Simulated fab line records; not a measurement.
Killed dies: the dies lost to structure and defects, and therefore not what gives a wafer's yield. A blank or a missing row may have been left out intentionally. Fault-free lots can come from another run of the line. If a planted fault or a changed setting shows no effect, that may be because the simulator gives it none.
fab line records -- flow rit-cmos
record lots=6, wafers=18, last-day=7
route steps=202 shown PWELL@49 WELLDRIVE@50 NWELL@51 NRETRO@53 M1@202
lots with no fault: from the same line, run without faults
start-h: hours from the record's first day to the start of the lot's first wafer shown -- wait-h: hours since the lot's step before -- " repeats the value in the row above -- L1.1+2: a single row standing in for several wafers -- - value missing, or start not given -- * or withheld: withheld -- < > ~ a bound
route shown NAME@n: a module of which the file shows steps, and the number in the route of the first -- usual: mean/standard deviation of fault-free wafers -- same: alike in all rows -- chamber/n: place in a boat -- sites: the reading at each site -- _std_site: the values' standard deviation -- _edge_site: the outer-site mean with the inner-site mean subtracted -- radius-mm: for every site, how far away it sits from the centre of the wafer -- mask NAME#n: copy n -- behind: the most recent tool/chamber to have shaped the wafer -- hold: what put the lot on hold/how long, in hours/how the hold closed -- device: transistor that didn't switch, given as n, p or np -- end of line: at the end of the route, the tests of the same wafers -- a step with no rows: only its recipe -- killed: count of dies lost to structure and defects at first sort (not the wafer's yield) -- map: a wafer's dies, marking killed ones x, the rest . and places with no die _
set.NAME: the setting as run; set.NAME@STEP: as run at that earlier step -- model.NAME: the simulator's own value behind a step, which no gauge read
lots seen at some steps along the route; tables by step, rows by wafer
services: the hour from which a tool's chamber was out of use, counted from the record's first day as start-h (under 0 if before that day), plus the number of hours and why
## steps
# step RIT_PWELL_TW_MEAS_10
# usual PWELL_TW=937/7.5
lot.wafer,tool,chamber,start-h,wait-h,PWELL_TW
L257.3,film-metro-02,-,27.58,0.1,945
L257.4,film-metro-02,-,27.58,0.1,942
L257.5,film-metro-02,-,27.58,0.1,949
L263.1,film-metro-02,-,59.37,0.1,947
L263.4,film-metro-02,-,59.37,0.1,943
L263.5,film-metro-02,-,59.37,0.1,945
L268.2,film-metro-01,-,87.80,0.1,931
L268.5,film-metro-01,-,87.80,0.1,929
L268.6,film-metro-01,-,87.80,0.1,927
L269.2,film-metro-02,-,90.29,0.1,950
L269.5,film-metro-02,-,90.29,0.1,944
L269.6,film-metro-02,-,90.29,0.1,946
L273.1,film-metro-04,-,107.53,0.1,932
L273.2,film-metro-04,-,107.53,0.1,931
L273.4,film-metro-04,-,107.53,0.1,931
L277.1,film-metro-02,-,127.63,0.1,945
L277.4,film-metro-02,-,127.63,0.1,950
L277.6,film-metro-02,-,127.63,0.1,950
# step RIT_WELLDRIVE_ANNEAL_00
# recipe temp-c=1100, time-s=14700, ambient=N2
# step RIT_WELLDRIVE_RS_MEAS_01
# recipe thk-meas-gauge=four-point-probe
# usual NWELL_RS=275.4/0.82
lot.wafer,tool,chamber,start-h,wait-h,NWELL_RS[ohm/sq]
L257.3,film-metro-04,-,33.43,0.0,276.3
L257.4,film-metro-04,-,33.43,0.0,275.8
L257.5,film-metro-04,-,33.43,0.0,275.7
L263.1,film-metro-04,-,64.52,0.0,274.7
L263.4,film-metro-04,-,64.52,0.0,275.3
L263.5,film-metro-04,-,64.52,0.0,275.2
L268.2,film-metro-01,-,92.95,0.0,277.3
L268.5,film-metro-01,-,92.95,0.0,276.8
L268.6,film-metro-01,-,92.95,0.0,277.6
L269.2,film-metro-01,-,96.01,0.0,275.7
L269.5,film-metro-01,-,96.01,0.0,275.2
L269.6,film-metro-01,-,96.01,0.0,275.4
L273.1,film-metro-01,-,112.67,0.0,276.1
L273.2,film-metro-01,-,112.67,0.0,276.4
L273.4,film-metro-01,-,112.67,0.0,276.6
L277.1,film-metro-01,-,132.77,0.0,274.6
L277.4,film-metro-01,-,132.77,0.0,274.5
L277.6,film-metro-01,-,132.77,0.0,275.1
# step RIT_WELLDRIVE_RS_MEAS_02
# recipe thk-meas-gauge=four-point-probe
# usual PWELL_RS=429.8/1.1
lot.wafer,tool,chamber,start-h,wait-h,PWELL_RS[ohm/sq]
L257.3,film-metro-04,-,33.55,0.1,429.9
L257.4,film-metro-04,-,33.55,0.1,429.7
L257.5,film-metro-04,-,33.55,0.1,429.2
L263.1,film-metro-04,-,64.64,0.1,428.6
L263.4,film-metro-04,-,64.64,0.1,429.0
L263.5,film-metro-04,-,64.64,0.1,428.3
L268.2,film-metro-01,-,93.07,0.1,428.8
L268.5,film-metro-01,-,93.07,0.1,430.7
L268.6,film-metro-01,-,93.07,0.1,429.5
L269.2,film-metro-01,-,96.13,0.1,430.2
L269.5,film-metro-01,-,96.13,0.1,431.2
L269.6,film-metro-01,-,96.13,0.1,430.0
L273.1,film-metro-01,-,112.79,0.1,431.2
L273.2,film-metro-01,-,112.79,0.1,431.1
L273.4,film-metro-01,-,112.79,0.1,429.3
L277.1,film-metro-01,-,132.89,0.1,429.7
L277.4,film-metro-01,-,132.89,0.1,430.7
L277.6,film-metro-01,-,132.89,0.1,429.5
# step RIT_NRETRO_HMDS_00
# recipe prime-time-s=60, prime-temp-c=140
# step RIT_NRETRO_COAT_01
# recipe resist=NOVOLAK, spin-rpm=2000, resist-thk-nm=1300
# step RIT_NRETRO_SOFTBAKE_02
# recipe resist=NOVOLAK, temp-c=90, time-s=60
# step RIT_NRETRO_EXPOSE_03
# recipe mask-id=M4, na=0.57, target-cd-nm=43900, dose-mj=250
# step RIT_NRETRO_PEB_04
# recipe resist=NOVOLAK, temp-c=withheld, time-s=withheld
# step RIT_NRETRO_DEVELOP_05
# recipe resist=NOVOLAK, develop-time-s=68, dev-temp-c=23
# step RIT_NRETRO_OVL_MEAS_06
# usual NRETRO_OVL=0.1/1.5
lot.wafer,tool,chamber,start-h,wait-h,NRETRO_OVL[nm]
L257.3,overlay-02,-,34.52,-,0.9
L257.4,overlay-02,-,34.52,-,-1.1
L257.5,overlay-02,-,34.52,-,0.1
L263.1,overlay-01,-,65.64,-,3.7
L263.4,overlay-01,-,65.64,-,1.6
L263.5,overlay-01,-,65.64,-,2.9
L268.2,overlay-01,-,94.18,-,0.2
L268.5,overlay-01,-,94.18,-,0.6
L268.6,overlay-01,-,94.18,-,-2.3
L269.2,overlay-01,-,97.12,-,-0.6
L269.5,overlay-01,-,97.12,-,0.3
L269.6,overlay-01,-,97.12,-,0.8
L273.1,overlay-01,-,113.90,-,-2.5
L273.2,overlay-01,-,113.90,-,-1.3
L273.4,overlay-01,-,113.90,-,-0.8
L277.1,overlay-02,-,134.12,-,0.4
L277.4,overlay-02,-,134.12,-,0.2
L277.6,overlay-02,-,134.12,-,0.5
# step RIT_NRETRO_HARDBAKE_07
# recipe resist=NOVOLAK, temp-c=140, time-s=120
# step RIT_NRETRO_IMPLANT_08
# recipe species=P, energy-kev=70, dose-cm2=1e+13, tilt-deg=7
# usual end-station-pressure-torr=5.06e-06/2.9e-07, tilt-deg=7.004/0.019
lot.wafer,tool,chamber,start-h,wait-h,end-station-pressure-torr,tilt-deg
L257.3,implanter-02,0,34.85,0.2,4.93e-06,7.008
L257.4,implanter-02,0,34.85,0.2,5.36e-06,6.999
L257.5,implanter-02,0,34.85,0.2,5.24e-06,6.998
L263.1,implanter-04,0,65.92,0.2,5.52e-06,7.037
L263.4,implanter-04,0,65.92,0.2,5.21e-06,7.038
L263.5,implanter-04,0,65.92,0.2,4.96e-06,7.019
L268.2,implanter-04,0,94.49,0.2,5.09e-06,6.449
L268.5,implanter-04,0,94.49,0.2,5.49e-06,6.435
L268.6,implanter-04,0,94.49,0.2,5.09e-06,6.480
L269.2,implanter-04,0,97.42,0.2,4.93e-06,6.450
L269.5,implanter-04,0,97.42,0.2,5.21e-06,6.438
L269.6,implanter-04,0,97.42,0.2,4.83e-06,6.452
L273.1,implanter-03,0,114.51,0.2,5.12e-06,7.001
L273.2,implanter-03,0,114.51,0.2,5.17e-06,7.029
L273.4,implanter-03,0,114.51,0.2,5.18e-06,6.993
L277.1,implanter-02,0,134.41,0.2,5.28e-06,6.990
L277.4,implanter-02,0,134.41,0.2,5.55e-06,7.007
L277.6,implanter-02,0,134.41,0.2,4.87e-06,6.979
# step RIT_NRETRO_STRIP_09
# recipe chemistry=O2, time-s=180, resist=NOVOLAK, platen-temp-c=withheld, power-w=500, pressure-mtorr=4000, o2-flow-sccm=4000
# usual drypump-motor-current-A=6.0/0.41
lot.wafer,tool,chamber,start-h,wait-h,drypump-motor-current-A,rf-hours-counter-h
L257.3,plasma-asher-04,1,35.01,0.1,5.5,-
L257.4,plasma-asher-04,0,35.01,0.1,6.8,-
L257.5,plasma-asher-04,0,35.01,0.1,6.8,-
L263.1,plasma-asher-02,1,66.07,0.1,5.7,41
L263.4,plasma-asher-02,0,66.07,0.1,6.0,-
L263.5,plasma-asher-02,1,66.07,0.1,5.7,-
L268.2,plasma-asher-02,1,94.61,0.1,5.7,45
L268.5,plasma-asher-02,0,94.61,0.1,5.9,-
L268.6,plasma-asher-02,1,94.61,0.1,5.7,-
L269.2,plasma-asher-04,0,97.55,0.1,6.8,31
L269.5,plasma-asher-04,1,97.55,0.1,5.4,-
L269.6,plasma-asher-04,0,97.55,0.1,6.8,-
L273.1,plasma-asher-02,1,114.69,0.1,5.7,48
L273.2,plasma-asher-02,0,114.69,0.1,6.0,48
L273.4,plasma-asher-02,1,114.69,0.1,5.8,-
L277.1,plasma-asher-04,0,134.56,0.1,6.8,37
L277.4,plasma-asher-04,1,134.56,0.1,5.5,-
L277.6,plasma-asher-04,1,134.56,0.1,5.5,-
# step RIT_M1_PROBE_99
# usual killed-at-contacts=0.1/0.38, killed-at-front-end=6.9/2.9, killed-dies=7.1/3, killed-open=3.5/2.1, killed-short=3.5/2
# same gross-dies=264, killed_at_M0_to_M3=0, killed_at_M4_up=0, killed-at-back-side=0, killed-at-other=0
lot.wafer,tool,chamber,start-h,wait-h,killed-at-contacts,killed-at-front-end,killed-dies,killed-open,killed-short
L263.1,prober-02,-,95.24,0.1,0,9,9,6,3
L263.4,prober-02,-,95.39,0.2,0,9,9,5,4
L263.5,prober-02,-,95.44,0.2,0,10,10,5,5
L268.6,prober-01,-,123.23,0.2,0,10,10,8,2
L269.2,prober-01,-,129.97,0.1,0,3,3,2,1
L269.5,prober-01,-,130.12,0.2,2,9,11,4,7
L269.6,prober-01,-,130.17,0.2,0,5,5,3,2
L273.1,prober-02,-,141.85,0.1,1,3,4,1,3
L273.2,prober-02,-,141.90,0.1,0,5,5,4,1
L273.4,prober-02,-,142.00,0.2,0,5,5,1,4
L277.1,prober-02,-,162.50,0.1,0,3,3,1,2
L277.4,prober-02,-,162.65,0.2,1,10,11,3,8
L277.6,prober-02,-,162.75,0.2,0,8,8,4,4
# killed by level:class
L263.1 GATE:geometric-particle:short=2 REOX:geometric-particle:open=2 SPACER:geometric-particle:open=2 ACTIVE:geometric-particle:open=1 FOX1:geometric-particle:open=1 SPACER:geometric-particle:short=1
L263.4 GATE:geometric-particle:short=2 FOX1:geometric-particle:open=1 FOX2:geometric-particle:open=1 REOX:geometric-particle:open=1 SPACER:geometric-particle:short=1 SPACER:geometric-particle:open=1 SILICIDE:geometric-particle:open=1 SILICIDE:geometric-particle:short=1
L263.5 GATE:geometric-particle:short=3 FOX2:geometric-particle:open=2 FOX1:geometric-particle:open=1 GATE:geometric-particle:open=1 SPACER:geometric-particle:open=1 SPACER:geometric-particle:short=1 SILICIDE:geometric-particle:short=1
L268.6 GATE:geometric-particle:open=5 SPACER:geometric-particle:open=3 FOX1:geometric-particle:short=1 REOX:geometric-particle:short=1
L269.2 SPACER:geometric-particle:open=2 SPACER:geometric-particle:short=1
L269.5 GATE:geometric-particle:short=2 GATE:geometric-particle:open=2 ACTIVE:geometric-particle:short=1 FOX2:geometric-particle:short=1 FOX2:geometric-particle:open=1 SPACER:geometric-particle:short=1 SILICIDE:geometric-particle:short=1 CONTACT:geometric-particle:short=1
L269.6 GATE:geometric-particle:open=1 SPACER:geometric-particle:open=1 SPACER:geometric-particle:short=1 SILICIDE:geometric-particle:open=1 SILICIDE:geometric-particle:short=1
L273.1 GATE:geometric-particle:short=1 REOX:geometric-particle:short=1 SILICIDE:geometric-particle:short=1 CONTACT:geometric-particle:open=1
L273.2 GATE:geometric-particle:open=2 FOX1:geometric-particle:open=1 GATE:geometric-particle:short=1 REOX:geometric-particle:open=1
L273.4 FOX2:geometric-particle:short=1 GATE:geometric-particle:short=1 REOX:geometric-particle:short=1 REOX:geometric-particle:open=1 SPACER:geometric-particle:short=1
L277.1 GATE:geometric-particle:short=1 GATE:geometric-particle:open=1 SILICIDE:geometric-particle:short=1
L277.4 GATE:geometric-particle:short=3 SPACER:geometric-particle:short=2 FOX1:geometric-particle:open=1 FOX1:geometric-particle:short=1 FOX2:geometric-particle:short=1 FOX2:geometric-particle:open=1 REOX:geometric-particle:short=1 CONTACT:geometric-particle:open=1
L277.6 GATE:geometric-particle:short=3 GATE:geometric-particle:open=2 FOX1:geometric-particle:open=1 SILICIDE:geometric-particle:open=1 SILICIDE:geometric-particle:short=1
## services
tool,chamber,start-h,hours,kind
implanter-04,-,25.48,0.5,repair
implanter-04,-,54.61,3.2,pm
plasma-asher-04,-,67.36,4.3,pm
implanter-04,-,112.19,1.7,repair
## key
first-sign step=RIT_NRETRO_IMPLANT_08, reading=tilt-deg, direction=down, sigmas=30, usual=7.004, struck=6.451
effect none on later readings
met-at RIT_NRETRO_IMPLANT_08
struck-wafers L268.2,L268.5,L268.6,L269.2,L269.5,L269.6
tester-left-out L268,L269
onset-between 65.92 94.49
fault kind=process-parameter-drift, tool=implanter-04, chamber=-, onset-h=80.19, steps=RIT_NRETRO_IMPLANT_08, channel=tilt-deg, offset=-0.54415, shape=step, end-h=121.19, acts-in=these-recipes-only, stated=7
# tester-left-out: of these lots the tester's yield and bins aren't shown, on N5 and GAA mostly nor the transistor test; their killed dies are dies lost to structure and defects alone, not to doping, threshold or leakage, so they don't give the yield
